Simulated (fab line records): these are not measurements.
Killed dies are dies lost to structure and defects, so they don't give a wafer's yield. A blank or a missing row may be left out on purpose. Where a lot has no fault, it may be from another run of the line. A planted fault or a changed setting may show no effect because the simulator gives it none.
Chamber matching    flow berkeley cmos170    UCB170_V1_CMP_02 on cmp-02 has 4 sister chambers
The step polishes SiO2. 18 wafers are shown with their chamber, then 9 later ones without.

== WAFERS PAIRED WITH THEIR CHAMBERS ==
wafer   chamber  motor current A (A)  edge zone pressure frac
L747.1  1        16.1                 0.992
L747.2  0        14.8                 0.999
L747.4  3        15.3                 0.993
L749.4  1        17.4                 0.991
L749.5  1        16.2                 0.999
L749.6  2        14.5                 0.999
L756.2  2        15.3                 0.992
L756.3  0        15.2                 1.002
L756.5  3        14.8                 1.000
L759.3  3        15.0                 0.994
L759.5  0        14.8                 1.000
L759.6  1        17.5                 1.004
L762.3  2        14.7                 1.002
L762.4  1        18.0                 1.005
L762.6  2        15.0                 1.001
L763.2  2        14.1                 1.004
L763.5  1        17.4                 0.996
L763.6  2        15.1                 1.005

SIGNATURES (means of the wafers above)
reading                  chamber 0  chamber 1  chamber 2  chamber 3  scatter within a chamber
motor current A          14.933     17.100     14.783     15.033     0.545
edge zone pressure frac  1.00033    0.99783    1.00050    0.99567    0.00476
Rule: distance of a wafer from a chamber = root of the sum over the readings of ((wafer's reading minus chamber's mean) / reading's scatter) squared. If the next closest chamber is less than 2 further off than the closest, the wafer can't be placed; otherwise it belongs to the closest. How the scatter is found: for the shown wafers, subtract from each reading the mean of its chamber, square and add these, divide the total by (wafers less chambers), then take the root.

== WAFERS WITH NO CHAMBER GIVEN ==
wafer   motor current A (A)  edge zone pressure frac
L764.2  14.4                 1.003
L764.4  14.7                 1.003
L764.6  17.0                 1.003
L767.1  14.7                 0.997
L767.3  14.3                 0.992
L767.5  14.7                 1.005
L769.2  15.2                 1.003
L769.5  15.0                 1.006
L769.6  14.9                 1.005

== EACH ONE'S CHAMBER ==
wafer   from the rows above           in truth
L764.2  can't be placed: 2 or 0 or 3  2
L764.4  can't be placed: 2 or 0 or 3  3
L764.6  1                             1
L767.1  can't be placed: 3 or 2 or 0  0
L767.3  can't be placed: 3 or 2 or 0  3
L767.5  can't be placed: 2 or 0 or 3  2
L769.2  can't be placed: 0 or 2 or 3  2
L769.5  can't be placed: 0 or 2 or 3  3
L769.6  can't be placed: 2 or 0 or 3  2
Placed correctly: 1 of 9. Cannot be placed on the basis of these rows: 8; the candidates contain the true chamber in 8. Number placed wrongly: 0.
